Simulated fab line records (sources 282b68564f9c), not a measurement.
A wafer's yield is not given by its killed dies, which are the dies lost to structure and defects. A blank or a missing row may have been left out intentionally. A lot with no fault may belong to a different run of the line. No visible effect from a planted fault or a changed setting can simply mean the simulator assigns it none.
fab line records / flow ritCmos
record: lots: 14 wafers: 42 lastDay: 8
route steps=202 shown PSD@146
lots with no fault: from the same line, run without faults
startH: the number of hours between the record's first day and the start of the first shown wafer of the lot / waitH: how many hours have passed since the lot's step before this one / " identical to the entry in the row above / L1.1+2: a row that stands for several wafers / - either no value or no given start / * or withheld: withheld / < > ~ a bound
route shown NAME@n: a module of which the file shows steps, and the number in the route of the first / usual: mean/standard deviation of fault-free wafers / same: alike in all rows / chamber/n: place in a boat / sites: per-site readings / _std_site: standard deviation across them / _edge_site: outer sites' mean less inner sites' / radiusMm: for every site, how far away it sits from the centre of the wafer / mask NAME#n: copy n / behind: the most recent tool/chamber to have shaped the wafer / hold: why the lot was held/for how many hours/how that ended / device: which transistor (n, p or np) failed to switch / end of line: tests run on the same wafers once the route is complete / a step given without rows: its recipe and nothing more / killed: count of dies lost to structure and defects at first sort (not the wafer's yield) / map: dies across one wafer; x = killed, . = not, _ = none there
set.NAME: the setting as run; set.NAME@STEP: as run at that earlier step / model.NAME: the simulator's own value behind a step, which no gauge read
one table for each step of the route and one row for each wafer, over a sample of lots
== steps ==
step: RIT_PSD_PEB_04
recipe: resist: NOVOLAK tempC: withheld timeS: withheld
usual: chillPlateTempC: * exhaustPa: 45.2/0.85
lot.wafer=L392.1 tool=lithoTrack-02 chamber=0 startH=63.64 waitH=0.1 chillPlateTempC=* exhaustPa=45.6
lot.wafer=L392.2 tool=lithoTrack-02 chamber=0 startH=63.64 waitH=0.1 chillPlateTempC=* exhaustPa=46.8
lot.wafer=L392.4 tool=lithoTrack-02 chamber=0 startH=63.64 waitH=0.1 chillPlateTempC=* exhaustPa=45.6
lot.wafer=L396.4 tool=lithoTrack-04 chamber=0 startH=84.13 waitH=0.1 chillPlateTempC=* exhaustPa=45.5
lot.wafer=L396.5 tool=lithoTrack-04 chamber=0 startH=84.13 waitH=0.1 chillPlateTempC=* exhaustPa=45.0
lot.wafer=L396.6 tool=lithoTrack-04 chamber=0 startH=84.13 waitH=0.1 chillPlateTempC=* exhaustPa=45.9
lot.wafer=L397.1 tool=lithoTrack-04 chamber=0 startH=88.01 waitH=0.4 chillPlateTempC=* exhaustPa=44.8
lot.wafer=L397.4 tool=lithoTrack-04 chamber=0 startH=88.01 waitH=0.4 chillPlateTempC=* exhaustPa=45.4
lot.wafer=L397.6 tool=lithoTrack-04 chamber=0 startH=88.01 waitH=0.4 chillPlateTempC=* exhaustPa=45.7
lot.wafer=L398.3 tool=lithoTrack-01 chamber=- startH=95.43 waitH=0.1 chillPlateTempC=- exhaustPa=-
lot.wafer=L398.5 tool=lithoTrack-01 chamber=- startH=95.43 waitH=0.1 chillPlateTempC=- exhaustPa=-
lot.wafer=L398.6 tool=lithoTrack-01 chamber=- startH=95.43 waitH=0.1 chillPlateTempC=- exhaustPa=-
lot.wafer=L399.3 tool=lithoTrack-02 chamber=- startH=96.45 waitH=0.1 chillPlateTempC=- exhaustPa=-
lot.wafer=L399.5 tool=lithoTrack-02 chamber=- startH=96.45 waitH=0.1 chillPlateTempC=- exhaustPa=-
lot.wafer=L399.6 tool=lithoTrack-02 chamber=- startH=96.45 waitH=0.1 chillPlateTempC=- exhaustPa=-
lot.wafer=L401.1 tool=lithoTrack-02 chamber=0 startH=105.05 waitH=0.1 chillPlateTempC=* exhaustPa=44.9
lot.wafer=L401.2 tool=lithoTrack-02 chamber=0 startH=105.05 waitH=0.1 chillPlateTempC=* exhaustPa=46.1
lot.wafer=L401.5 tool=lithoTrack-02 chamber=0 startH=105.05 waitH=0.1 chillPlateTempC=* exhaustPa=44.7
lot.wafer=L402.1 tool=lithoTrack-01 chamber=0 startH=109.78 waitH=0.1 chillPlateTempC=* exhaustPa=46.2
lot.wafer=L402.4 tool=lithoTrack-01 chamber=0 startH=109.78 waitH=0.1 chillPlateTempC=* exhaustPa=44.8
lot.wafer=L402.6 tool=lithoTrack-01 chamber=0 startH=109.78 waitH=0.1 chillPlateTempC=* exhaustPa=44.9
lot.wafer=L404.3 tool=lithoTrack-01 chamber=0 startH=118.77 waitH=0.1 chillPlateTempC=* exhaustPa=45.5
lot.wafer=L404.5 tool=lithoTrack-01 chamber=0 startH=118.77 waitH=0.1 chillPlateTempC=* exhaustPa=46.6
lot.wafer=L404.6 tool=lithoTrack-01 chamber=0 startH=118.77 waitH=0.1 chillPlateTempC=* exhaustPa=46.2
lot.wafer=L407.1 tool=lithoTrack-02 chamber=0 startH=134.71 waitH=0.1 chillPlateTempC=* exhaustPa=45.5
lot.wafer=L407.3 tool=lithoTrack-02 chamber=0 startH=134.71 waitH=0.1 chillPlateTempC=* exhaustPa=45.0
lot.wafer=L407.5 tool=lithoTrack-02 chamber=0 startH=134.71 waitH=0.1 chillPlateTempC=* exhaustPa=45.4
lot.wafer=L409.1 tool=lithoTrack-01 chamber=0 startH=144.39 waitH=0.1 chillPlateTempC=* exhaustPa=43.2
lot.wafer=L409.2 tool=lithoTrack-01 chamber=0 startH=144.39 waitH=0.1 chillPlateTempC=* exhaustPa=44.7
lot.wafer=L409.5 tool=lithoTrack-01 chamber=0 startH=144.39 waitH=0.1 chillPlateTempC=* exhaustPa=44.6
lot.wafer=L410.1 tool=lithoTrack-02 chamber=0 startH=145.88 waitH=0.1 chillPlateTempC=* exhaustPa=46.2
lot.wafer=L410.4 tool=lithoTrack-02 chamber=0 startH=145.88 waitH=0.1 chillPlateTempC=* exhaustPa=43.9
lot.wafer=L410.5 tool=lithoTrack-02 chamber=0 startH=145.88 waitH=0.1 chillPlateTempC=* exhaustPa=43.7
lot.wafer=L411.3 tool=lithoTrack-04 chamber=0 startH=152.70 waitH=0.1 chillPlateTempC=* exhaustPa=46.4
lot.wafer=L411.4 tool=lithoTrack-04 chamber=0 startH=152.70 waitH=0.1 chillPlateTempC=* exhaustPa=43.8
lot.wafer=L411.6 tool=lithoTrack-04 chamber=0 startH=152.70 waitH=0.1 chillPlateTempC=* exhaustPa=43.5
lot.wafer=L413.3 tool=lithoTrack-04 chamber=0 startH=166.47 waitH=0.2 chillPlateTempC=* exhaustPa=45.4
lot.wafer=L413.4 tool=lithoTrack-04 chamber=0 startH=166.47 waitH=0.2 chillPlateTempC=* exhaustPa=44.8
lot.wafer=L413.6 tool=lithoTrack-04 chamber=0 startH=166.47 waitH=0.2 chillPlateTempC=* exhaustPa=44.5
lot.wafer=L414.2 tool=lithoTrack-01 chamber=0 startH=173.67 waitH=0.1 chillPlateTempC=* exhaustPa=45.3
lot.wafer=L414.4 tool=lithoTrack-01 chamber=0 startH=173.67 waitH=0.1 chillPlateTempC=* exhaustPa=45.0
lot.wafer=L414.5 tool=lithoTrack-01 chamber=0 startH=173.67 waitH=0.1 chillPlateTempC=* exhaustPa=46.4
== key ==
firstSign: step: RIT_PSD_PEB_04 reading: toolRecord direction: missing
effect none on later readings
metAt RIT_PSD_PEB_04
struckLots L398,L399
sortLeftOut L398.3,L398.5,L398.6,L399.3,L399.5,L399.6
testerLeftOut L398,L399
onsetBetween 63.64 95.43
fault: kind: skippedStepWhole tool: lithoTrack-01,lithoTrack-02 chamber: - onsetH: 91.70 steps: RIT_PSD_PEB_04 scope: struckLotsOnly
testerLeftOut: of these lots the tester's yield and bins aren't shown, on N5 and GAA mostly nor the transistor test; their killed dies are dies lost to structure and defects alone, not to doping, threshold or leakage, so they don't give the yield
sortLeftOut: the simulated sort isn't trusted on such a fault, so these wafers' sort isn't shown, and their yield isn't known
